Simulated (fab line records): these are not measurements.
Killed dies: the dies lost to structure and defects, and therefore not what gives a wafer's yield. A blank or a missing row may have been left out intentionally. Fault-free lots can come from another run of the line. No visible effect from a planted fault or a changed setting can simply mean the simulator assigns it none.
fab line records | flow ritCmos
[record] lots = 6 | wafers = 18 | lastDay = 7
route steps=202 shown ACTIVE@19 FOX1@20 FOX2@23 NWELL@28
lots that met no fault: taken from a fault-free run of the same line
startH: the number of hours between the record's first day and the start of the first shown wafer of the lot | waitH: hours since the lot's step before | " identical to the entry in the row above | L1.1+2: several wafers, shown together as one row | - value missing, or start not given | * or withheld: withheld | < > ~ a bound
route shown NAME@n: NAME is a module with steps in the file, n the number in the route of the first one | usual: mean and standard deviation over wafers with no fault | same: alike in all rows | chamber/n: place in a boat | sites: per-site readings | _std_site: their standard deviation | _edge_site: outer sites' mean less inner sites' | radiusMm: for every site, how far away it sits from the centre of the wafer | mask NAME#n: copy n | behind: the tool/chamber that last shaped the wafer | hold: what put the lot on hold/how long, in hours/how the hold closed | device: the n, p or np transistor that did not switch | end of line: the route-end tests of the same wafers | a step given without rows: its recipe and nothing more | killed: dies lost to structure and defects at the first sort, not the wafer's yield | map: the dies of a wafer, with x for killed, . for not killed, _ for no die there
set.NAME: the setting as run; set.NAME@STEP: as run at that earlier step | model.NAME: the simulator's own value behind a step, which no gauge read
lots at selected steps of the route; one table per step, one row per wafer
services: the hour from which a tool's chamber was out of use, counted from the record's first day as startH (under 0 if before that day), plus the number of hours and why
[[steps]]
[step RIT_ACTIVE_CLEAN_17]
[recipe] chemistry = SC2 | mix = 3:3:50 | timeS = 600 | tempC = 75 | dry = n2Spin
[step RIT_FOX1_OXIDATION_00]
[recipe] tempC = 1100 | ambient = H2O | targetThkA = 3507 | pH2oTorr = 720 | oxTimeS = 1130
[step RIT_FOX1_THK_MEAS_01]
[recipe] reads = SiO2_of_FOX1_OXIDATION_00
[usual] FOX1_OXIDE_THK = 345/6
lot.wafer | tool         | chamber | startH | waitH | FOX1_OXIDE_THK[nm]
L601.1    | filmMetro-03 | -       | 36.93  | 0.0   | 353
L601.3    | "            | -       | "      | "     | 353
L601.6    | "            | -       | "      | "     | 352
L603.4    | filmMetro-01 | -       | 47.16  | 0.0   | 348
L603.5    | "            | -       | "      | "     | 350
L603.6    | "            | -       | "      | "     | 349
L604.2    | filmMetro-04 | -       | 52.05  | 0.0   | 347
L604.4    | "            | -       | "      | "     | 344
L604.6    | "            | -       | "      | "     | 340
L611.4    | filmMetro-03 | -       | 87.36  | 0.0   | 342
L611.5    | "            | -       | "      | "     | 343
L611.6    | "            | -       | "      | "     | 338
L614.2    | filmMetro-03 | -       | 101.96 | 0.0   | 337
L614.5    | "            | -       | "      | "     | 336
L614.6    | "            | -       | "      | "     | 349
L618.1    | filmMetro-04 | -       | 125.21 | 0.0   | 359
L618.3    | "            | -       | "      | "     | 357
L618.6    | "            | -       | "      | "     | 353
[step RIT_FOX1_WET_ETCH_02]
[recipe] chemistry = BOE | targetDepthNm = 350 | timeS = 390 | tempC = 21.5 | dry = n2Spin | dilution = 10:1 | target = SiO2
[step RIT_FOX2_OXIDATION_00]
[recipe] tempC = 1100 | ambient = H2O | targetThkA = 3507 | pH2oTorr = 720 | oxTimeS = 1130
[step RIT_FOX2_THK_MEAS_01]
[recipe] reads = SiO2_of_FOX2_OXIDATION_00
[usual] FOX2_OXIDE_THK = 346/6.6
lot.wafer | tool         | chamber | startH | waitH | FOX2_OXIDE_THK[nm]
L601.1    | filmMetro-02 | -       | 38.42  | 0.0   | 359
L601.3    | "            | -       | "      | "     | 354
L601.6    | "            | -       | "      | "     | 351
L603.4    | filmMetro-02 | -       | 49.49  | 0.0   | 343
L603.5    | "            | -       | "      | "     | 341
L603.6    | "            | -       | "      | "     | 345
L604.2    | filmMetro-03 | -       | 54.45  | 0.0   | 341
L604.4    | "            | -       | "      | "     | 337
L604.6    | "            | -       | "      | "     | 339
L611.4    | filmMetro-02 | -       | 88.86  | 0.0   | 344
L611.5    | "            | -       | "      | "     | 344
L611.6    | "            | -       | "      | "     | 344
L614.2    | filmMetro-03 | -       | 104.09 | 0.0   | 338
L614.5    | "            | -       | "      | "     | 339
L614.6    | "            | -       | "      | "     | 334
L618.1    | filmMetro-01 | -       | 128.13 | 0.0   | 338
L618.3    | "            | -       | "      | "     | 339
L618.6    | "            | -       | "      | "     | 341
[step RIT_FOX2_CLEAN_02]
[recipe] chemistry = dHF | dilution = 50:1 | timeS = 180
[step RIT_FOX2_WET_ETCH_03]
[recipe] chemistry = H3PO4 | target = Si3N4 | targetDepthNm = 195 | tempC = 165 | timeS = 2700
[step RIT_FOX2_THK_MEAS_90]
[recipe] reads = SiO2_of_FOX2_OXIDATION_00
[usual] FIELD_OXIDE_LEFT_1_THK = 319/6.6
lot.wafer | tool         | chamber | startH | waitH | FIELD_OXIDE_LEFT_1_THK[nm]
L601.1    | filmMetro-03 | -       | 39.30  | 0.0   | 332
L601.3    | "            | -       | "      | "     | 327
L601.6    | "            | -       | "      | "     | 324
L603.4    | filmMetro-03 | -       | 50.37  | 0.0   | 315
L603.5    | "            | -       | "      | "     | 313
L603.6    | "            | -       | "      | "     | 318
L604.2    | filmMetro-02 | -       | 55.33  | 0.0   | 314
L604.4    | "            | -       | "      | "     | 310
L604.6    | "            | -       | "      | "     | 313
L611.4    | filmMetro-03 | -       | 89.74  | 0.0   | 318
L611.5    | "            | -       | "      | "     | 318
L611.6    | "            | -       | "      | "     | 317
L614.2    | filmMetro-02 | -       | 104.97 | 0.0   | 311
L614.5    | "            | -       | "      | "     | 312
L614.6    | "            | -       | "      | "     | 306
L618.1    | filmMetro-03 | -       | 129.02 | 0.0   | 311
L618.3    | "            | -       | "      | "     | 311
L618.6    | "            | -       | "      | "     | 313
[step RIT_NWELL_HMDS_00]
[recipe] primeTimeS = 60 | primeTempC = 140
[step RIT_NWELL_COAT_01]
[recipe] resist = NOVOLAK | spinRpm = 2000 | resistThkNm = 1300
[step RIT_NWELL_SOFTBAKE_02]
[recipe] resist = NOVOLAK | tempC = 90 | timeS = 60
[step RIT_NWELL_EXPOSE_03]
[recipe] maskId = M2 | na = 0.57 | targetCdNm = 43900 | doseMj = 250
[usual] exposureDoseMJCm2 = 250.00/0.27 | focusOffsetNm = 0.1/0.46 | na = 0.57/0
lot.wafer | tool            | chamber | startH | waitH | mask | exposureDoseMJCm2 | focusOffsetNm | na
L601.1    | ilineStepper-01 | 0       | 40.06  | 0.1   | M2#0 | 249.81            | 0.1           | 0.57
L601.3    | "               | 0       | "      | "     | M2#0 | 249.72            | -0.2          | 0.57
L601.6    | "               | 0       | "      | "     | M2#0 | 250.02            | -0.1          | 0.57
L603.4    | ilineStepper-01 | -       | 50.98  | 0.1   | M2#0 | -                 | -             | -
L603.5    | "               | -       | "      | "     | M2#0 | -                 | -             | -
L603.6    | "               | -       | "      | "     | M2#0 | -                 | -             | -
L604.2    | ilineStepper-01 | -       | 55.85  | 0.1   | M2#0 | -                 | -             | -
L604.4    | "               | -       | "      | "     | M2#0 | -                 | -             | -
L604.6    | "               | -       | "      | "     | M2#0 | -                 | -             | -
L611.4    | ilineStepper-02 | 0       | 90.40  | 0.2   | M2#0 | 250.07            | -0.3          | 0.57
L611.5    | "               | 0       | "      | "     | M2#0 | 249.79            | -0.7          | 0.57
L611.6    | "               | 0       | "      | "     | M2#0 | 250.24            | -0.5          | 0.57
L614.2    | ilineStepper-01 | 0       | 105.62 | 0.2   | M2#0 | 250.22            | 0.6           | 0.57
L614.5    | "               | 0       | "      | "     | M2#0 | 250.54            | 0.4           | 0.57
L614.6    | "               | 0       | "      | "     | M2#0 | 250.10            | 0.6           | 0.57
L618.1    | ilineStepper-01 | 0       | 129.65 | 0.2   | M2#0 | 249.54            | 0.3           | 0.57
L618.3    | "               | 0       | "      | "     | M2#0 | 250.10            | -0.6          | 0.57
L618.6    | "               | 0       | "      | "     | M2#0 | 249.89            | 0.2           | 0.57
[step RIT_NWELL_PEB_04]
[recipe] resist = NOVOLAK | tempC = withheld | timeS = withheld
[[services]]
tool            | chamber | startH | hours | kind
ilineStepper-01 | -       | 30.54  | 1.7   | pm
ilineStepper-02 | -       | 63.48  | 0.7   | repair
ilineStepper-01 | 0       | 96.05  | -     | calibration
ilineStepper-02 | -       | 108.39 | 1.7   | pm
[[key]]
[firstSign] step = RIT_NWELL_EXPOSE_03 | reading = toolRecord | direction = missing
effect none on later readings
metAt RIT_NWELL_EXPOSE_03
struckWafers L603.4,L603.5,L603.6,L604.2,L604.4,L604.6
sortLeftOut L603.4,L603.5,L603.6,L604.2,L604.4,L604.6
testerLeftOut L603,L604
onsetBetween 40.06 50.98
[fault] kind = skippedStepWhole | tool = ilineStepper-01 | chamber = - | onsetH = 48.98 | steps = RIT_NWELL_EXPOSE_03 | scope = struckLotsOnly
// testerLeftOut: of these lots the tester's yield and bins aren't shown, on N5 and GAA mostly nor the transistor test; their killed dies are dies lost to structure and defects alone, not to doping, threshold or leakage, so they don't give the yield
// sortLeftOut: the simulated sort isn't trusted on such a fault, so these wafers' sort isn't shown, and their yield isn't known
